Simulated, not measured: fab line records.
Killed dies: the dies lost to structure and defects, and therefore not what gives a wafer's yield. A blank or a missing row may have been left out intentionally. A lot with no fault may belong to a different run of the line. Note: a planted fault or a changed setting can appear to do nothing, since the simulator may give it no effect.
Struck lot and sound lot, side by side    flow rit-cmos    44 out of 202 route steps
Sound: these wafers, L238.1, L238.2, L238.4. The struck wafers were L248.1, L248.2, L248.6. Last of all comes the cause.
Per side, at each step with rows, come the tool, then ch with its chambers, and then its first start. Under that, the readings that differ: sound wafers    struck wafers    difference of the means    sigmas: that difference in standard deviations of wafers without a fault.
alike: readings with means less than 2 such deviations apart, plus words and numbers identical on both sides. not compared: withheld readings, readings lacking a value on some wafer, bounds such as >300 that could conceal the same value, and numbers that have no deviation in the record and whose values overlap.
Wherever a step has rows on one side only, a row that says differs or no value, or a row with sigmas, the two part there. Non-overlapping numbers with no deviation appear without sigmas and do not part them. Lack of a reading on every wafer of one side parts them only where that side has two or more wafers.

first, 4 steps without rows for these wafers: RIT_PLDD_SOFTBAKE_02 (time 60 s); RIT_PLDD_EXPOSE_03 (exposes mask M8, target cd 40900 nm); RIT_PLDD_PEB_04; RIT_PLDD_DEVELOP_05 (develop time 50 s).
RIT_PLDD_OVL_MEAS_06:
  sound on overlay-02 at day 3 00:34; struck on overlay-02 at day 5 00:56
  alike: PLDD_OVL
then, 2 steps without rows for these wafers: RIT_PLDD_HARDBAKE_07 (time 60 s); RIT_PLDD_IMPLANT_08.
RIT_PLDD_STRIP_09: strips in O2, time 180 s.
  sound on plasma-asher-04 ch 0,1, day 3 00:53; struck on plasma-asher-04 ch 0,1, day 5 01:16
  alike: drypump-motor-current-A
  not compared: rf-hours-counter-h
RIT_PLDD_TW_MEAS_10:
  sound on film-metro-01 at day 3 01:04; struck on film-metro-02 at day 5 01:27
  alike: PLDD_TW
then, 3 steps without rows for these wafers: RIT_SPACER_CLEAN_00 (cleans in SC1, time 600 s); RIT_SPACER_CLEAN_01 (cleans in dHF, time 30 s); RIT_SPACER_CLEAN_02 (cleans in SC2, time 600 s).
RIT_SPACER_CVD_03: deposits Si3N4 from SiH2Cl2/NH3, target thk 250 nm, time 3300 s.
  sound on lpcvd-01 ch 0, day 3 01:38; struck on lpcvd-01 ch 1, day 5 01:54
reading                                   sound              struck           difference  sigmas
model.Si3N4_of_SPACER_CVD_03.thk-nm (nm)  251.1 246.9 248.1  223 225.9 223.2  -25         
  alike: pressure-mtorr
RIT_SPACER_THK_MEAS_04:
  sound on film-metro-04 at day 3 03:33; struck on film-metro-04 at day 5 03:49
reading                  sound              struck             difference  sigmas
SPACER_NITRIDE_THK (nm)  251.2 246.8 248.2  222.8 226.0 223.1  -24.8       -10
RIT_SPACER_ETCHBACK_05: etches Si3N4 in SF6/CHF3, stops on SiO2, target depth 250 nm, time 240 s.
  sound on rie-diel-01 ch 1,2,3, day 3 03:37; struck on rie-diel-01 ch 2,3, day 5 03:53
reading                   sound              struck             difference  sigmas
oes-product-au (a.u.)     0.843 0.841 0.856  0.762 0.788 0.783  -0.069      -5
model.etch.depth-nm (nm)  251.1 246.9 248.1  223 225.9 223.2    -25         
  alike: SF6_flow_sccm, drypump-motor-current-A, throttle-valve-pct
  not compared: rf-hours-counter-h
then, 6 steps without rows for these wafers: RIT_NSD_HMDS_00 (prime time 60 s); RIT_NSD_COAT_01 (resist thk 1000 nm); RIT_NSD_SOFTBAKE_02 (time 60 s); RIT_NSD_EXPOSE_03 (exposes mask M9, target cd 40700 nm); RIT_NSD_PEB_04; RIT_NSD_DEVELOP_05 (develop time 50 s).
RIT_NSD_OVL_MEAS_06:
  sound on overlay-01 at day 3 04:37; struck on overlay-02 at day 5 04:53
  alike: NSD_OVL
then, 2 steps without rows for these wafers: RIT_NSD_HARDBAKE_07 (time 60 s); RIT_NSD_IMPLANT_08.
RIT_NSD_STRIP_09: strips in O2, time 180 s.
  sound on plasma-asher-03 ch 0,1, day 3 04:57; struck on plasma-asher-03 ch 0,1, day 5 05:13
  alike: drypump-motor-current-A
  not compared: rf-hours-counter-h
RIT_NSD_TW_MEAS_10:
  sound on film-metro-01 at day 3 05:07; struck on film-metro-02 at day 5 05:23
  alike: NSD_TW
then, 6 steps without rows for these wafers: RIT_PSD_HMDS_00 (prime time 60 s); RIT_PSD_COAT_01 (resist thk 1000 nm); RIT_PSD_SOFTBAKE_02 (time 60 s); RIT_PSD_EXPOSE_03 (exposes mask M10, target cd 40900 nm); RIT_PSD_PEB_04; RIT_PSD_DEVELOP_05 (develop time 50 s).
RIT_PSD_OVL_MEAS_06:
  sound on overlay-02 at day 3 06:10; struck on overlay-02 at day 5 06:26
  alike: PSD_OVL
then, 2 steps without rows for these wafers: RIT_PSD_HARDBAKE_07 (time 60 s); RIT_PSD_IMPLANT_08.
RIT_PSD_STRIP_09: strips in O2, time 180 s.
  sound on plasma-asher-01 ch 0,1, day 3 06:29; struck on plasma-asher-01 ch 0,1, day 5 06:46
  alike: drypump-motor-current-A
  not compared: rf-hours-counter-h
RIT_PSD_TW_MEAS_10:
  sound on film-metro-01 at day 3 06:40; struck on film-metro-04 at day 5 06:57
  alike: PSD_TW
then, 3 steps without rows for these wafers: RIT_SDANNEAL_CLEAN_00 (cleans in SC1, time 600 s); RIT_SDANNEAL_CLEAN_01 (cleans in dHF, time 30 s); RIT_SDANNEAL_CLEAN_02 (cleans in SC2, time 600 s).
RIT_SDANNEAL_RTA_03: time 5 s.
  sound on rtp-anneal-01 ch 0, day 3 07:11; struck on rtp-anneal-01 ch 0, day 5 07:38
  alike: ramp-down-c-per-s, wafer_temp_C_max
RIT_SDANNEAL_RS_MEAS_04: the measuring method here is four-point-probe.
  sound on film-metro-01 at day 3 07:14; struck on film-metro-02 at day 5 07:41
  alike: PSD_RS
RIT_SILICIDE_WET_ETCH_00: etches SiO2 in BOE, target depth 14 nm, time 15 s.
  sound on wet-bench-04 ch 0, day 3 07:43; struck on wet-bench-04 ch 1, day 5 08:10
reading                                   sound              struck           difference  sigmas
model.Si3N4_of_SPACER_CVD_03.thk-nm (nm)  195.6 193.1 196.1  174.1 177.2 175  -19.5       
RIT_M1_PROBE_99:
  sound on prober-02 at day 3 16:05; struck on prober-01 at day 5 15:14
reading                                 sound              struck             difference  sigmas
model.etest.nmos_0p15.r-on-ohm-um       1110 1103 1068     1237 1178 1227     +120        
model.etest.nplus-sal.width-nm (nm)     3455 3449 3415     3535 3501 3506     +74         
model.etest.pplus-sal.width-nm (nm)     3427 3445 3419     3511 3480 3521     +74         
model.etest.pwell-pinched.rs-ohm-sq     468.2 473.9 463.1  484.2 489.6 479.8  +16.1       
model.etest.nwell-pinched.rs-ohm-sq     342.9 343.3 334.5  354.1 350 354.1    +12.5       
model.etest.nmos_0p15.tox-inv-nm (nm)   4.287 4.276 4.322  4.09 4.227 4.205   -0.12       
model.etest.diode-nplus-pwell.bv-v (V)  6.055 6.058 6.019  6.145 6.093 6.123  +0.076      
model.etest.diode-nplus-comb.cj-ff-um2  2.647 2.639 2.59   2.72 2.705 2.7     +0.08       
  alike: killed-at-front-end, killed-dies, killed-on-rim, killed-open, killed-short

== WHERE THEY PART ==
Earliest at RIT_SPACER_THK_MEAS_04; latest, in this record, at RIT_SPACER_ETCHBACK_05. Later steps at which nothing parts them and some readings are alike: RIT_NSD_OVL_MEAS_06, RIT_NSD_STRIP_09, RIT_NSD_TW_MEAS_10, RIT_PSD_OVL_MEAS_06, RIT_PSD_STRIP_09, RIT_PSD_TW_MEAS_10, RIT_SDANNEAL_RTA_03, RIT_SDANNEAL_RS_MEAS_04, RIT_M1_PROBE_99.

WHY: what the simulator had put in
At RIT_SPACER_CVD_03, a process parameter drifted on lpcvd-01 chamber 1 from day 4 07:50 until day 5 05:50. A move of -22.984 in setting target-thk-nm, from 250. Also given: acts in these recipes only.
